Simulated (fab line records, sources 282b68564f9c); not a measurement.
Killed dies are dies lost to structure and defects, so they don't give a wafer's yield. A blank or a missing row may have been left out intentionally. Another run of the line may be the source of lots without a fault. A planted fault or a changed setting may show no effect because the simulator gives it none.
fab line records | flow ritCmos
record lots=14 | wafers=42 | lastDay=19
route steps=202 shown GATE@85 SPACER@129 NSD@136 M1@202
lots that met no fault: from a run of the same line without faults
startH: hours from the record's opening day to when the first of the lot's shown wafers began | waitH: hours since the lot's step before | " unchanged from the row above | L1.1+2: a row that stands for several wafers | - value missing, or start not given | * or withheld: withheld | < > ~ a bound
route shown NAME@n: NAME is a module with steps in the file, n the number in the route of the first one | usual: the fault-free wafers' mean and standard deviation | same: alike in all rows | chamber/n: place in a boat | sites: each site's reading | _std_site: standard deviation of those values | _edge_site: outer sites' mean less inner sites' | radiusMm: how far each site lies from the wafer's centre | mask NAME#n: copy n | behind: tool/chamber where the wafer was last shaped | hold: why the lot went on hold/how many hours it stayed there/how the hold came to an end | device: transistor that didn't switch, given as n, p or np | end of line: tests of these same wafers at the route's end | a step given without rows: its recipe and nothing more | killed: at the first sort, the dies lost to defects and structure; wafer yield is something else | map: the dies of a wafer, with x for killed, . for not killed, _ for no die there
set.NAME: the run value of the setting; set.NAME@STEP: its run value at that earlier step | model.NAME: the simulator's own value behind a step, which no gauge read
a sample of lots followed through the steps of the route, with each step as a table and each wafer as a row
services: a tool's chamber out of use, with start hour (startH, from the record's first day; less than 0 if before it), hours out, and reason
## steps
# step RIT_GATE_THK_MEAS_09
# recipe reads=poly-Si_of_GATE_CVD_08
# usual GATE_POLY_THK=251/3
lot.wafer | tool         | chamber | startH | waitH | GATE_POLY_THK[nm]
L994.2    | filmMetro-03 | -       | 49.34  | 0.0   | 247
L994.4    | "            | -       | "      | "     | 249
L994.6    | "            | -       | "      | "     | 250
L995.1    | filmMetro-01 | -       | 56.64  | 0.0   | 254
L995.2    | "            | -       | "      | "     | 254
L995.6    | "            | -       | "      | "     | 254
L999.2    | filmMetro-03 | -       | 79.04  | 0.0   | 255
L999.5    | "            | -       | "      | "     | 252
L999.6    | "            | -       | "      | "     | 251
L100.1    | filmMetro-02 | -       | 80.95  | 0.0   | 249
L100.4    | "            | -       | "      | "     | 249
L100.5    | "            | -       | "      | "     | 248
L101.1    | filmMetro-01 | -       | 93.39  | 0.0   | 247
L101.2    | "            | -       | "      | "     | 249
L101.4    | "            | -       | "      | "     | 252
L102.3    | filmMetro-02 | -       | 95.02  | 0.0   | 248
L102.4    | "            | -       | "      | "     | 249
L102.5    | "            | -       | "      | "     | 250
L103.3    | filmMetro-03 | -       | 95.65  | 0.0   | 255
L103.4    | "            | -       | "      | "     | 255
L103.5    | "            | -       | "      | "     | 253
L106.2    | filmMetro-03 | -       | 115.25 | 0.0   | 253
L106.4    | "            | -       | "      | "     | 254
L106.5    | "            | -       | "      | "     | 257
L107.2    | filmMetro-02 | -       | 118.79 | 0.0   | 254
L107.4    | "            | -       | "      | "     | 255
L107.6    | "            | -       | "      | "     | 253
L109.1    | filmMetro-01 | -       | 125.82 | 0.0   | 246
L109.2    | "            | -       | "      | "     | 248
L109.3    | "            | -       | "      | "     | 247
L110.2    | filmMetro-02 | -       | 132.69 | 0.0   | 250
L110.3    | "            | -       | "      | "     | 250
L110.6    | "            | -       | "      | "     | 250
L113.2    | filmMetro-01 | -       | 146.82 | 0.0   | 252
L113.3    | "            | -       | "      | "     | 252
L113.6    | "            | -       | "      | "     | 252
L115.2    | filmMetro-01 | -       | 152.14 | 0.0   | 254
L115.5    | "            | -       | "      | "     | 255
L115.6    | "            | -       | "      | "     | 255
L114.2    | filmMetro-02 | -       | 426.47 | 0.0   | 247
L114.4    | "            | -       | "      | "     | 248
L114.5    | "            | -       | "      | "     | 250
# step RIT_SPACER_THK_MEAS_04
# recipe reads=Si3N4_of_SPACER_CVD_03
# usual SPACER_NITRIDE_THK=250.7/2.6
lot.wafer | tool         | chamber | startH | waitH | SPACER_NITRIDE_THK[nm]
L994.2    | filmMetro-03 | -       | 63.91  | 0.0   | 246.9
L994.4    | "            | -       | "      | "     | 245.8
L994.6    | "            | -       | "      | "     | 245.9
L995.1    | filmMetro-04 | -       | 70.00  | 0.0   | 251.1
L995.2    | "            | -       | "      | "     | 254.4
L995.6    | "            | -       | "      | "     | 253.1
L999.2    | filmMetro-02 | -       | 89.09  | 0.0   | 249.0
L999.5    | "            | -       | "      | "     | 251.0
L999.6    | "            | -       | "      | "     | 249.1
L100.1    | filmMetro-02 | -       | 92.21  | 0.0   | 253.7
L100.4    | "            | -       | "      | "     | 255.9
L100.5    | "            | -       | "      | "     | 254.1
L101.1    | filmMetro-04 | -       | 106.88 | 0.0   | 252.1
L101.2    | "            | -       | "      | "     | 252.9
L101.4    | "            | -       | "      | "     | 253.8
L102.3    | filmMetro-02 | -       | 107.30 | 0.0   | 251.0
L102.4    | "            | -       | "      | "     | 253.4
L102.5    | "            | -       | "      | "     | 250.4
L103.3    | filmMetro-02 | -       | 108.81 | 0.0   | 253.3
L103.4    | "            | -       | "      | "     | 253.5
L103.5    | "            | -       | "      | "     | 255.2
L106.2    | filmMetro-03 | -       | 126.49 | 0.0   | 253.2
L106.4    | "            | -       | "      | "     | 255.1
L106.5    | "            | -       | "      | "     | 252.1
L107.2    | filmMetro-03 | -       | 129.33 | 0.0   | 251.5
L107.4    | "            | -       | "      | "     | 251.0
L107.6    | "            | -       | "      | "     | 249.2
L109.1    | filmMetro-04 | -       | 137.70 | 0.0   | 249.1
L109.2    | "            | -       | "      | "     | 249.3
L109.3    | "            | -       | "      | "     | 248.7
L110.2    | filmMetro-04 | -       | 142.71 | 0.0   | 251.3
L110.3    | "            | -       | "      | "     | 251.3
L110.6    | "            | -       | "      | "     | 251.1
L113.2    | filmMetro-03 | -       | 157.01 | 0.0   | 251.1
L113.3    | "            | -       | "      | "     | 253.3
L113.6    | "            | -       | "      | "     | 251.3
L115.2    | filmMetro-04 | -       | 162.50 | 0.0   | 248.5
L115.5    | "            | -       | "      | "     | 249.8
L115.6    | "            | -       | "      | "     | 249.4
L114.2    | filmMetro-03 | -       | 438.29 | 0.0   | 256.4
L114.4    | "            | -       | "      | "     | 254.1
L114.5    | "            | -       | "      | "     | 256.7
# step RIT_NSD_DEVELOP_05
# recipe resist=NOVOLAK | developTimeS=50 | devTempC=23
lot.wafer  | tool          | chamber | startH | waitH
L994.2+4+6 | lithoTrack-01 | 0       | 64     | -
L995.1+2+6 | lithoTrack-04 | 0       | 71     | -
L999.2+5+6 | lithoTrack-04 | 0       | 90     | -
L100.1+4+5 | lithoTrack-01 | 0       | 93     | -
L101.1+2+4 | lithoTrack-02 | 0       | 107    | -
L102.3+4+5 | lithoTrack-02 | 0       | 108    | -
L103.3+4+5 | lithoTrack-04 | 0       | 109    | -
L106.2+4+5 | lithoTrack-04 | 0       | 127    | -
L107.2+4+6 | lithoTrack-01 | 0       | 130    | -
L109.1+2+3 | lithoTrack-04 | 0       | 138    | -
L110.2+3+6 | lithoTrack-01 | 0       | 143    | -
L113.2+3+6 | lithoTrack-02 | 0       | 158    | -
L115.2+5+6 | lithoTrack-02 | 0       | 163    | -
L114.2+4+5 | lithoTrack-04 | 0       | 439    | -
# step RIT_NSD_STRIP_09
# recipe chemistry=O2 | timeS=180 | resist=NOVOLAK | platenTempC=withheld | powerW=500 | pressureMtorr=4000 | o2FlowSccm=4000
# usual drypumpMotorCurrentA=6.3/0.31
lot.wafer | tool           | chamber | startH | waitH | drypumpMotorCurrentA | rfHoursCounterH
L994.2    | plasmaAsher-04 | 1       | 65.30  | 0.1   | 6.2                  | 27
L994.4    | "              | 1       | "      | "     | 6.2                  | -
L994.6    | "              | 1       | "      | "     | 6.2                  | -
L995.1    | plasmaAsher-03 | 1       | 71.55  | 0.1   | 6.3                  | 44
L995.2    | "              | 0       | "      | "     | 6.8                  | 44
L995.6    | "              | 1       | "      | "     | 6.3                  | -
L999.2    | plasmaAsher-04 | 0       | 90.61  | 0.1   | 6.0                  | 30
L999.5    | "              | 1       | "      | "     | 6.2                  | -
L999.6    | "              | 0       | "      | "     | 6.0                  | -
L100.1    | plasmaAsher-04 | 0       | 93.68  | 0.1   | 6.0                  | 30
L100.4    | "              | 1       | "      | "     | 6.2                  | -
L100.5    | "              | 0       | "      | "     | 6.0                  | -
L101.1    | plasmaAsher-03 | 1       | 108.27 | 0.1   | 6.3                  | 47
L101.2    | "              | 0       | "      | "     | 6.8                  | 47
L101.4    | "              | 1       | "      | "     | 6.3                  | -
L102.3    | plasmaAsher-04 | 1       | 108.85 | 0.1   | 6.2                  | -
L102.4    | "              | 0       | "      | "     | 6.0                  | -
L102.5    | "              | 0       | "      | "     | 6.0                  | -
L103.3    | plasmaAsher-03 | 1       | 110.37 | 0.1   | 6.3                  | -
L103.4    | "              | 0       | "      | "     | 6.7                  | -
L103.5    | "              | 1       | "      | "     | 6.3                  | -
L106.2    | plasmaAsher-03 | 0       | 128.00 | 0.1   | 6.8                  | 50
L106.4    | "              | 0       | "      | "     | 6.8                  | -
L106.5    | "              | 1       | "      | "     | 6.3                  | -
L107.2    | plasmaAsher-04 | 1       | 130.84 | 0.1   | 6.2                  | 34
L107.4    | "              | 0       | "      | "     | 6.0                  | -
L107.6    | "              | 1       | "      | "     | 6.2                  | -
L109.1    | plasmaAsher-01 | 0       | 139.13 | 0.1   | 5.6                  | 2
L109.2    | "              | 1       | "      | "     | 6.4                  | 2
L109.3    | "              | 1       | "      | "     | 6.4                  | -
L110.2    | plasmaAsher-03 | 1       | 144.23 | 0.1   | 6.3                  | 52
L110.3    | "              | 0       | "      | "     | 6.8                  | -
L110.6    | "              | 0       | "      | "     | 6.8                  | -
L113.2    | plasmaAsher-04 | 0       | 158.53 | 0.1   | 6.0                  | 38
L113.3    | "              | 1       | "      | "     | 6.2                  | -
L113.6    | "              | 1       | "      | "     | 6.2                  | -
L115.2    | plasmaAsher-03 | 0       | 163.89 | 0.1   | 6.8                  | 54
L115.5    | "              | 1       | "      | "     | 6.3                  | -
L115.6    | "              | 0       | "      | "     | 6.8                  | -
L114.2    | plasmaAsher-04 | 0       | 439.71 | 0.1   | 6.0                  | 68
L114.4    | "              | 1       | "      | "     | 6.2                  | -
L114.5    | "              | 0       | "      | "     | 6.0                  | -
# step RIT_NSD_TW_MEAS_10
# usual NSD_TW=3102/16
lot.wafer | tool         | chamber | startH | waitH | NSD_TW
L994.2    | filmMetro-04 | -       | 65.48  | 0.1   | 3087
L994.4    | "            | -       | "      | "     | 3096
L994.6    | "            | -       | "      | "     | 3087
L995.1    | filmMetro-03 | -       | 71.72  | 0.1   | 3090
L995.2    | "            | -       | "      | "     | 3082
L995.6    | "            | -       | "      | "     | 3091
L999.2    | filmMetro-03 | -       | 90.79  | 0.1   | 3103
L999.5    | "            | -       | "      | "     | 3110
L999.6    | "            | -       | "      | "     | 3116
L100.1    | filmMetro-03 | -       | 93.86  | 0.1   | 3104
L100.4    | "            | -       | "      | "     | 3094
L100.5    | "            | -       | "      | "     | 3104
L101.1    | filmMetro-03 | -       | 108.45 | 0.1   | 3087
L101.2    | "            | -       | "      | "     | 3100
L101.4    | "            | -       | "      | "     | 3089
L102.3    | filmMetro-01 | -       | 108.99 | 0.1   | 3141
L102.4    | "            | -       | "      | "     | 3134
L102.5    | "            | -       | "      | "     | 3139
L103.3    | filmMetro-01 | -       | 110.51 | 0.1   | 3134
L103.4    | "            | -       | "      | "     | 3131
L103.5    | "            | -       | "      | "     | 3143
L106.2    | filmMetro-03 | -       | 128.19 | 0.1   | 3093
L106.4    | "            | -       | "      | "     | 3098
L106.5    | "            | -       | "      | "     | 3089
L107.2    | filmMetro-04 | -       | 131.02 | 0.1   | 30
L107.4    | "            | -       | "      | "     | 30
L107.6    | "            | -       | "      | "     | 30
L109.1    | filmMetro-03 | -       | 139.31 | 0.1   | 3095
L109.2    | "            | -       | "      | "     | 3110
L109.3    | "            | -       | "      | "     | 3087
L110.2    | filmMetro-03 | -       | 144.41 | 0.1   | 30
L110.3    | "            | -       | "      | "     | 30
L110.6    | "            | -       | "      | "     | 30
L113.2    | filmMetro-04 | -       | 158.71 | 0.1   | 3094
L113.3    | "            | -       | "      | "     | 3116
L113.6    | "            | -       | "      | "     | 3115
L115.2    | filmMetro-04 | -       | 164.07 | 0.1   | 3114
L115.5    | "            | -       | "      | "     | 3102
L115.6    | "            | -       | "      | "     | 3116
L114.2    | filmMetro-01 | -       | 439.90 | 0.1   | 3079
L114.4    | "            | -       | "      | "     | 3102
L114.5    | "            | -       | "      | "     | 3093
# step RIT_M1_PROBE_99
# usual killedAtContacts=0.1/0.27 | killedAtFrontEnd=6/3 | killedDies=7/3 | killedOnRim=1.7/1.4 | killedOpen=3.1/2 | killedShort=3.4/2
# same grossDies=264 | killed_at_M0_to_M3=0 | killed_at_M4_up=0 | killedAtBackSide=0 | killedAtOther=0
lot.wafer | tool      | chamber | startH | waitH | killedAtContacts | killedAtFrontEnd | killedDies | killedOnRim | killedOpen | killedShort
L994.2    | prober-01 | -       | 75.06  | 0.1   | 0                | 6                | 6          | 2           | 4          | 2
L994.4    | prober-01 | -       | 75.16  | 0.2   | 1                | 7                | 8          | 0           | 2          | 6
L994.6    | prober-01 | -       | 75.26  | 0.2   | 0                | 6                | 6          | 1           | 3          | 3
L995.1    | prober-02 | -       | 81.44  | 0.1   | 0                | 6                | 6          | 1           | 5          | 1
L995.2    | prober-02 | -       | 81.49  | 0.1   | 0                | 12               | 12         | 1           | 4          | 8
L995.6    | prober-02 | -       | 81.69  | 0.2   | 0                | 4                | 4          | 0           | 1          | 3
L999.2    | prober-02 | -       | 100.26 | 0.1   | 0                | 4                | 4          | 2           | 3          | 1
L999.5    | prober-02 | -       | 100.41 | 0.2   | 1                | 4                | 5          | 3           | 2          | 3
L999.6    | prober-02 | -       | 100.46 | 0.2   | 0                | 4                | 4          | 1           | 1          | 3
L100.1    | prober-01 | -       | 103.33 | 0.1   | 0                | 7                | 7          | 1           | 4          | 3
L100.4    | prober-01 | -       | 103.48 | 0.2   | 0                | 8                | 8          | 0           | 3          | 5
L100.5    | prober-01 | -       | 103.53 | 0.2   | 0                | 8                | 8          | 1           | 3          | 5
L101.1    | prober-02 | -       | 118.97 | 0.1   | 0                | 2                | 2          | 1           | 1          | 1
L101.2    | prober-02 | -       | 119.02 | 0.1   | 0                | 5                | 5          | 2           | 3          | 2
L101.4    | prober-02 | -       | 119.12 | 0.2   | 0                | 5                | 5          | 1           | 1          | 4
L102.3    | prober-01 | -       | 120.57 | 0.2   | 0                | 6                | 6          | 1           | 2          | 4
L102.4    | prober-01 | -       | 120.62 | 0.2   | 0                | 12               | 12         | 1           | 4          | 8
L102.5    | prober-01 | -       | 120.67 | 0.2   | 0                | 7                | 7          | 2           | 6          | 1
L103.3    | prober-02 | -       | 120.57 | 0.2   | 0                | 6                | 6          | 0           | 3          | 3
L103.4    | prober-02 | -       | 120.62 | 0.2   | 0                | 10               | 10         | 3           | 5          | 5
L103.5    | prober-02 | -       | 120.67 | 0.2   | 0                | 10               | 10         | 3           | 5          | 5
L106.2    | prober-01 | -       | 137.77 | 0.1   | 0                | 8                | 8          | 1           | 0          | 8
L106.4    | prober-01 | -       | 137.87 | 0.2   | 0                | 15               | 15         | 5           | 6          | 9
L106.5    | prober-01 | -       | 137.92 | 0.2   | 0                | 9                | 9          | 3           | 3          | 6
L107.2    | prober-02 | -       | 140.76 | 0.1   | 0                | 264              | 264        | 70          | 7          | 5
L107.4    | prober-02 | -       | 140.86 | 0.2   | 0                | 264              | 264        | 70          | 4          | 4
L107.6    | prober-02 | -       | 140.96 | 0.2   | 0                | 264              | 264        | 70          | 4          | 2
L109.1    | prober-01 | -       | 148.85 | 0.1   | 0                | 9                | 9          | 2           | 6          | 3
L109.2    | prober-01 | -       | 148.90 | 0.1   | 0                | 9                | 9          | 3           | 4          | 5
L109.3    | prober-01 | -       | 148.95 | 0.2   | 0                | 10               | 10         | 2           | 3          | 7
L110.2    | prober-01 | -       | 154.15 | 0.1   | 0                | 264              | 264        | 70          | 1          | 2
L110.3    | prober-01 | -       | 154.20 | 0.2   | 0                | 264              | 264        | 70          | 6          | 4
L110.6    | prober-01 | -       | 154.35 | 0.2   | 0                | 264              | 264        | 70          | 3          | 2
L113.2    | prober-02 | -       | 168.26 | 0.1   | 0                | 2                | 2          | 1           | 1          | 1
L113.3    | prober-02 | -       | 168.31 | 0.2   | 0                | 3                | 3          | 3           | 1          | 2
L113.6    | prober-02 | -       | 168.46 | 0.2   | 0                | 5                | 5          | 0           | 2          | 3
L115.2    | prober-01 | -       | 173.56 | 0.1   | 0                | 11               | 11         | 1           | 7          | 4
L115.5    | prober-01 | -       | 173.71 | 0.2   | 0                | 5                | 5          | 1           | 3          | 2
L115.6    | prober-01 | -       | 173.76 | 0.2   | 0                | 8                | 8          | 3           | 4          | 4
L114.2    | prober-01 | -       | 450.05 | 0.1   | 0                | 11               | 11         | 2           | 6          | 5
L114.4    | prober-01 | -       | 450.15 | 0.2   | 0                | 6                | 6          | 2           | 3          | 3
L114.5    | prober-01 | -       | 450.20 | 0.2   | 0                | 9                | 9          | 4           | 4          | 5
# killed by level:class
L994.2 GATE:geometricParticle:open=2 FOX1:geometricParticle:open=1 REOX:geometricParticle:short=1 SPACER:geometricParticle:short=1 SILICIDE:geometricParticle:open=1
L994.4 REOX:geometricParticle:short=3 SPACER:geometricParticle:short=2 CONTACT:geometricParticle:short=1 REOX:geometricParticle:open=1 SILICIDE:geometricParticle:open=1
L994.6 GATE:geometricParticle:short=2 GATE:geometricParticle:open=1 SPACER:geometricParticle:open=1 REOX:geometricParticle:open=1 SPACER:geometricParticle:short=1
L995.1 GATE:geometricParticle:open=3 GATE:geometricParticle:short=1 REOX:geometricParticle:open=1 SPACER:geometricParticle:open=1
L995.2 GATE:geometricParticle:short=6 GATE:geometricParticle:open=4 REOX:geometricParticle:short=1 SPACER:geometricParticle:short=1
L995.6 GATE:geometricParticle:short=2 FOX1:geometricParticle:open=1 SILICIDE:geometricParticle:short=1
L999.2 FOX2:geometricParticle:open=1 GATE:geometricParticle:open=1 GATE:geometricParticle:short=1 SILICIDE:geometricParticle:open=1
L999.5 SPACER:geometricParticle:short=2 GATE:geometricParticle:short=1 SILICIDE:geometricParticle:open=1 CONTACT:geometricParticle:open=1
L999.6 ACTIVE:geometricParticle:short=1 FOX1:geometricParticle:short=1 SPACER:geometricParticle:open=1 SILICIDE:geometricParticle:short=1
L100.1 GATE:geometricParticle:open=3 SPACER:geometricParticle:short=2 FOX2:geometricParticle:short=1 SPACER:geometricParticle:open=1
L100.4 FOX2:geometricParticle:short=2 SPACER:geometricParticle:short=2 FOX2:geometricParticle:open=1 GATE:geometricParticle:short=1 REOX:geometricParticle:open=1 SPACER:geometricParticle:open=1
L100.5 FOX1:geometricParticle:short=1 FOX2:geometricParticle:short=1 GATE:geometricParticle:short=1 GATE:geometricParticle:open=1 SPACER:geometricParticle:short=1 SPACER:geometricParticle:open=1 SILICIDE:geometricParticle:open=1 SILICIDE:geometricParticle:short=1
L101.1 GATE:geometricParticle:short=1 SILICIDE:geometricParticle:open=1
L101.2 GATE:geometricParticle:short=1 GATE:geometricParticle:open=1 REOX:geometricParticle:short=1 REOX:geometricParticle:open=1 SILICIDE:geometricParticle:open=1
L101.4 GATE:geometricParticle:short=4 FOX1:geometricParticle:open=1
L102.3 GATE:geometricParticle:short=3 FOX1:geometricParticle:open=1 FOX1:geometricParticle:short=1 GATE:geometricParticle:open=1
L103.3 FOX2:geometricParticle:open=2 FOX1:geometricParticle:open=1 FOX1:geometricParticle:short=1 FOX2:geometricParticle:short=1 GATE:geometricParticle:short=1
L102.4 GATE:geometricParticle:short=5 SPACER:geometricParticle:short=3 GATE:geometricParticle:open=2 FOX1:geometricParticle:open=1 SPACER:geometricParticle:open=1
L103.4 GATE:geometricParticle:open=3 FOX2:geometricParticle:short=2 FOX1:geometricParticle:open=1 FOX1:geometricParticle:short=1 FOX2:geometricParticle:open=1 GATE:geometricParticle:short=1 SILICIDE:geometricParticle:short=1
L102.5 GATE:geometricParticle:open=2 FOX1:geometricParticle:open=1 FOX2:geometricParticle:open=1 GATE:geometricParticle:short=1 REOX:geometricParticle:open=1 SILICIDE:geometricParticle:open=1
L103.5 GATE:geometricParticle:short=3 FOX2:geometricParticle:open=2 GATE:geometricParticle:open=2 FOX1:geometricParticle:short=1 REOX:geometricParticle:open=1 SILICIDE:geometricParticle:short=1
L106.2 FOX1:geometricParticle:short=3 GATE:geometricParticle:short=3 FOX2:geometricParticle:short=1 REOX:geometricParticle:short=1
L106.4 GATE:geometricParticle:short=6 FOX1:geometricParticle:open=2 REOX:geometricParticle:open=2 FOX2:geometricParticle:short=1 GATE:geometricParticle:open=1 SPACER:geometricParticle:short=1 SPACER:geometricParticle:open=1 SILICIDE:geometricParticle:short=1
L106.5 FOX1:geometricParticle:short=3 FOX1:geometricParticle:open=2 GATE:geometricParticle:open=1 GATE:geometricParticle:short=1 REOX:geometricParticle:short=1 SPACER:geometricParticle:short=1
L107.2 NSD:areaDevelop=252 GATE:geometricParticle:open=3 FOX1:geometricParticle:open=2 GATE:geometricParticle:short=2 REOX:geometricParticle:short=2 FOX2:geometricParticle:open=1 REOX:geometricParticle:open=1 SPACER:geometricParticle:short=1
L107.4 NSD:areaDevelop=256 GATE:geometricParticle:short=2 REOX:geometricParticle:short=2 FOX1:geometricParticle:open=1 GATE:geometricParticle:open=1 REOX:geometricParticle:open=1 SPACER:geometricParticle:open=1
L107.6 NSD:areaDevelop=258 FOX1:geometricParticle:open=1 GATE:geometricParticle:open=1 GATE:geometricParticle:short=1 REOX:geometricParticle:short=1 SPACER:geometricParticle:open=1 SILICIDE:geometricParticle:open=1
L109.1 FOX1:geometricParticle:open=3 GATE:geometricParticle:short=2 FOX2:geometricParticle:short=1 GATE:geometricParticle:open=1 SPACER:geometricParticle:open=1 SILICIDE:geometricParticle:open=1
L109.2 GATE:geometricParticle:short=3 GATE:geometricParticle:open=2 FOX1:geometricParticle:short=1 REOX:geometricParticle:open=1 SPACER:geometricParticle:open=1 SILICIDE:geometricParticle:short=1
L109.3 GATE:geometricParticle:short=3 FOX1:geometricParticle:short=2 GATE:geometricParticle:open=2 FOX1:geometricParticle:open=1 FOX2:geometricParticle:short=1 REOX:geometricParticle:short=1
L110.2 NSD:areaDevelop=261 FOX1:geometricParticle:open=1 GATE:geometricParticle:short=1 SPACER:geometricParticle:short=1
L110.3 NSD:areaDevelop=254 SPACER:geometricParticle:open=3 GATE:geometricParticle:short=2 REOX:geometricParticle:open=2 SPACER:geometricParticle:short=2 GATE:geometricParticle:open=1
L110.6 NSD:areaDevelop=259 FOX1:geometricParticle:short=1 FOX2:geometricParticle:open=1 GATE:geometricParticle:open=1 SPACER:geometricParticle:short=1 SPACER:geometricParticle:open=1
L113.2 FOX2:geometricParticle:open=1 SPACER:geometricParticle:short=1
L113.3 REOX:geometricParticle:short=1 SPACER:geometricParticle:short=1 SPACER:geometricParticle:open=1
L113.6 SPACER:geometricParticle:short=2 GATE:geometricParticle:short=1 GATE:geometricParticle:open=1 SILICIDE:geometricParticle:open=1
L115.2 GATE:geometricParticle:open=4 GATE:geometricParticle:short=3 FOX2:geometricParticle:open=1 REOX:geometricParticle:short=1 REOX:geometricParticle:open=1 SPACER:geometricParticle:open=1
L115.5 REOX:geometricParticle:short=2 FOX2:geometricParticle:open=1 GATE:geometricParticle:open=1 REOX:geometricParticle:open=1
L115.6 GATE:geometricParticle:short=2 GATE:geometricParticle:open=2 REOX:geometricParticle:open=2 REOX:geometricParticle:short=1 SILICIDE:geometricParticle:short=1
L114.2 GATE:geometricParticle:open=3 FOX2:geometricParticle:short=2 FOX2:geometricParticle:open=2 FOX1:geometricParticle:short=1 GATE:geometricParticle:short=1 SPACER:geometricParticle:short=1 SILICIDE:geometricParticle:open=1
L114.4 FOX2:geometricParticle:open=2 ACTIVE:geometricParticle:short=1 FOX1:geometricParticle:open=1 FOX1:geometricParticle:short=1 SILICIDE:geometricParticle:short=1
L114.5 GATE:geometricParticle:short=3 REOX:geometricParticle:short=2 ACTIVE:geometricParticle:open=1 FOX1:geometricParticle:open=1 REOX:geometricParticle:open=1 SPACER:geometricParticle:open=1
## services
tool           | chamber | startH | hours | kind
plasmaAsher-03 | -       | 56.59  | 2.4   | repair
plasmaAsher-01 | -       | 108.75 | 9.0   | pm
plasmaAsher-01 | 0       | 108.75 | 9.0   | ventCycle
plasmaAsher-01 | 1       | 108.75 | 9.0   | ventCycle
plasmaAsher-01 | 0       | 117.75 | -     | clean
plasmaAsher-01 | 1       | 117.75 | -     | clean
plasmaAsher-04 | -       | 162.32 | 2.8   | pm
plasmaAsher-01 | -       | 260.83 | 2.8   | pm
plasmaAsher-01 | -       | 279.26 | 0.9   | repair
plasmaAsher-03 | -       | 373.70 | 14.6  | pm
plasmaAsher-01 | -       | 435.30 | 0.8   | repair
## key
firstSign step=RIT_NSD_TW_MEAS_10 | reading=NSD_TW | direction=down | sigmas=99+ | usual=3102 | struck=30
effect step=RIT_M1_PROBE_99 | reading=killedAtFrontEnd | direction=up | sigmas=85 | usual=6 | struck=264
moreKillsBornAt RIT_NSD_DEVELOP_05@lithoTrack-01=1540
metAt RIT_NSD_DEVELOP_05
struckLots L107,L110
testerLeftOut L107,L110
notActingAt RIT_GATE_THK_MEAS_09,RIT_SPACER_THK_MEAS_04,RIT_NSD_STRIP_09
onsetBetween 93 130
fault kind=processParameterDrift | tool=lithoTrack-01 | chamber=- | onsetH=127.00 | steps=RIT_NSD_DEVELOP_05 | channel=developTimeS | offset=* | shape=step | endH=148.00 | actsIn=* | stated=*
# testerLeftOut: of these lots the tester's yield and bins aren't shown, on N5 and GAA mostly nor the transistor test; their killed dies are dies lost to structure and defects alone, not to doping, threshold or leakage, so they don't give the yield
